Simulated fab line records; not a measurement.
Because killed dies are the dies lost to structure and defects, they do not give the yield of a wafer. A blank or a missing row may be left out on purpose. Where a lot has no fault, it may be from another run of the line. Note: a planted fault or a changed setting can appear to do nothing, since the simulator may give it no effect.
Split-lot study | flow berkeleyCmos170 | 23 wafers read from 5 lots, route of 331 steps

== ABOUT THE SPLIT ==
At UCB170_PWELL_IMPLANT_15, the setting energyKev was moved away from the recipe's 60 on 6 of the 23 wafers read, by -1.7% to +5.5%. The other wafers ran this setting at the recipe's value.

The split's own step is where the reading is taken.

== THE READING ==
In nm, at UCB170_PWELL_IMPLANT_15: implant.drpNm, which is the simulator's own figure and was read by no gauge. The file gives no usual value for it.

wafer  | tool, chamber at the split | energyKev as run | against the recipe | implant.drpNm, nm | against lot-mates on the recipe
L074.1 | implanter-01, 0            | 62.42            | +4.0%              | 66.06             | +1.36
L074.3 | implanter-01, 0            | 62.42            | +4.0%              | 66.06             | +1.36
L074.2 | implanter-01, 0            | 60               | recipe             | 64.7              | -
L074.4 | implanter-01, 0            | 60               | recipe             | 64.7              | -
L074.6 | implanter-01, 0            | 60               | recipe             | 64.7              | -
L075.1 | implanter-01, 0            | 60               | recipe             | 64.7              | -
L075.2 | implanter-01, 0            | 60               | recipe             | 64.7              | -
L075.3 | implanter-01, 0            | 60               | recipe             | 64.7              | -
L075.4 | implanter-01, 0            | 60               | recipe             | 64.7              | -
L075.5 | implanter-01, 0            | 60               | recipe             | 64.7              | -
L077.1 | implanter-03, 0            | 58.95            | -1.7%              | 64.09             | -0.61
L077.5 | implanter-03, 0            | 58.95            | -1.7%              | 64.09             | -0.61
L077.2 | implanter-03, 0            | 60               | recipe             | 64.7              | -
L077.4 | implanter-03, 0            | 60               | recipe             | 64.7              | -
L077.6 | implanter-03, 0            | 60               | recipe             | 64.7              | -
L082.1 | implanter-03, 0            | 63.31            | +5.5%              | 66.54             | +1.84
L082.4 | implanter-03, 0            | 63.31            | +5.5%              | 66.54             | +1.84
L082.2 | implanter-03, 0            | 60               | recipe             | 64.7              | -
L082.5 | implanter-03, 0            | 60               | recipe             | 64.7              | -
L082.6 | implanter-03, 0            | 60               | recipe             | 64.7              | -
L083.1 | implanter-03, 0            | 60               | recipe             | 64.7              | -
L083.2 | implanter-03, 0            | 60               | recipe             | 64.7              | -
L083.5 | implanter-03, 0            | 60               | recipe             | 64.7              | -

FIT RESULTS
A straight line over all 23 wafers: implant.drpNm changes by +0.336 nm for each +1% of energyKev; r = +1.00; the points scatter about the line by 0.0076 nm.
The same after taking each lot's own level away (the mean of its wafers on the recipe; 23 wafers): +0.336 nm for each +1%; r = +1.00; scatter 0.0076 nm.
According to that fit, moving energyKev by its largest amount changes the reading by 1.9 nm.
The lots' own levels span 64.700 to 64.700 nm.
Hence the lot-to-lot level has little effect on the slope; both slopes agree.
Check: +1.86 nm against its lot-mates is what the line predicts for one of the wafers moved furthest among these (+5.5%) when that wafer is left out of the fit. It came out at +1.84 nm against them.

== OTHER SPLITS ON THESE WAFERS ==
Note: prior to the reading, these wafers also went through further splits. Each is held against what the fit with the lots' levels taken away leaves over:
other split on the same wafers    | wafers away from the commonest value | r with implant.drpNm (lot level and that fit taken away)
UCB170_START_OXIDATION_02 oxTimeS | 15                                   | +0.35
UCB170_NWELL_COAT_07 spinRpm      | 6                                    | -0.12
UCB170_NWELL_DEVELOP_11 devTempC  | 8                                    | -0.20
UCB170_PWELL_CVD_05 pressureMtorr | 10                                   | +0.40

== THE WHOLE CHAIN: every reading that the file lists as answering this split, in the file's order ==
step                    | what it does | reading                                                        | change (the file's fit)               | r (the file's)
UCB170_PWELL_IMPLANT_15 |              | implant.rpNm (the simulator's own value, which no gauge read)  | +2.37 nm for each +1% of the setting  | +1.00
UCB170_PWELL_IMPLANT_15 |              | implant.drpNm (the simulator's own value, which no gauge read) | +0.336 nm for each +1% of the setting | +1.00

== THE FILE'S OWN FIT ==
implant.drpNm changes by +0.336 nm for each +1% of energyKev, r = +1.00.
